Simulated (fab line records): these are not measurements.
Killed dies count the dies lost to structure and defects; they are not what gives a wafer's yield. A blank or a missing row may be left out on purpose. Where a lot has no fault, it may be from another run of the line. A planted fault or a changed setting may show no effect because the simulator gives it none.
Shared-tool check    flow berkeley_cmos170    Lots sampled 14, wafers sampled 42

== REASON IT WAS OPENED ==
UCB170_SPACER_THK_MEAS_01, reading SPACER_TEOS_THK: flagged on 2 of 14 lots. No-fault wafers: 374 nm, standard deviation 4.6.
Rule: flag the lot when none of its wafers has a number, or when each of its wafers that has one lies beyond 4 standard deviations from that mean. The other lots count as sound.

lot   measured      on             SPACER_TEOS_THK (nm), wafer by wafer  flag
L376  day 6 22:50   film_metro-03  363 368 377                           
L378  day 7 07:12   film_metro-01  376 381 383                           
L377  day 7 07:56   film_metro-02  365 376 372                           
L379  day 7 08:11   film_metro-03  373 381 380                           
L382  day 8 02:43   film_metro-03  370 367 375                           
L380  day 8 03:08   film_metro-02  370 380 379                           
L386  day 8 14:08   film_metro-01  374 373 378                           
L384  day 8 14:38   film_metro-02  372 375 384                           
L385  day 8 15:10   film_metro-01  372 375 377                           
L383  day 8 15:10   film_metro-02  371 372 375                           
L389  day 9 17:08   film_metro-02  367 374 380                           
L391  day 9 17:25   film_metro-01  371 379 374                           
L396  day 11 04:32  film_metro-01  419 419 411                           FLAGGED
L397  day 11 05:43  film_metro-03  410 418 424                           FLAGGED
Average over the flagged lots: 417 nm; offset from the usual +43 nm, equal to +9 standard deviations.

== EACH LOT AND THE TOOL IT RAN ON ==
The record holds 1 process step before the reading, out of a route of 331 steps. Every cell lists first the tool, next ch and the chambers used by the sampled wafers, and last the start.
lot   flag     UCB170_SPACER_CVD_00
L376           pecvd-03 ch 0,1, day 6 22:47
L378           pecvd-02 ch 1,2, day 7 07:08
L377           pecvd-03 ch 1,2, day 7 07:53
L379           pecvd-02 ch 0,1,2, day 7 08:09
L382           pecvd-03 ch 0,1, day 8 02:39
L380           pecvd-04 ch 0,1,2, day 8 03:06
L386           pecvd-03 ch 0,1,2, day 8 14:05
L384           pecvd-02 ch 0,1,2, day 8 14:35
L385           pecvd-03 ch 0,2, day 8 15:07
L383           pecvd-04 ch 1, day 8 15:07
L389           pecvd-04 ch 0,1,2, day 9 17:05
L391           pecvd-03 ch 0,1,2, day 9 17:22
L396  FLAGGED  pecvd-02 ch 0,1,2, day 11 04:28
L397  FLAGGED  pecvd-02 ch 0,2, day 11 05:40
What the steps here do:
- UCB170_SPACER_CVD_00: deposits SiO2 from TEOS/O2, target thk 376 nm, time 47 s.
- UCB170_SPACER_THK_MEAS_01

== FLAGGED OVER TOTAL, TOOL BY TOOL (the gauges that took the reading come last) ==
step                       tool           lots run  flagged  share of the flagged lots  sound lots run after its first flagged lot
UCB170_SPACER_CVD_00       pecvd-02       5         2        all                        0
UCB170_SPACER_CVD_00       pecvd-03       6         0        none                       -
UCB170_SPACER_CVD_00       pecvd-04       3         0        none                       -
UCB170_SPACER_THK_MEAS_01  film_metro-01  5         1        some                       0
UCB170_SPACER_THK_MEAS_01  film_metro-02  5         0        none                       -
UCB170_SPACER_THK_MEAS_01  film_metro-03  4         1        some                       0

== WHAT THE TABLE PERMITS ==
1 row of the table ran every flagged lot: pecvd-02 at UCB170_SPACER_CVD_00.
- pecvd-02 at UCB170_SPACER_CVD_00: 2 of its 5 lots flagged. A fault beginning between L384 (day 8 14:35), its last sound lot, and L396 (day 11 04:28), its first flagged one, fits the data.
Left over: one tool, pecvd-02 at UCB170_SPACER_CVD_00.

== WHAT WAS PUT IN BY THE SIMULATOR ==
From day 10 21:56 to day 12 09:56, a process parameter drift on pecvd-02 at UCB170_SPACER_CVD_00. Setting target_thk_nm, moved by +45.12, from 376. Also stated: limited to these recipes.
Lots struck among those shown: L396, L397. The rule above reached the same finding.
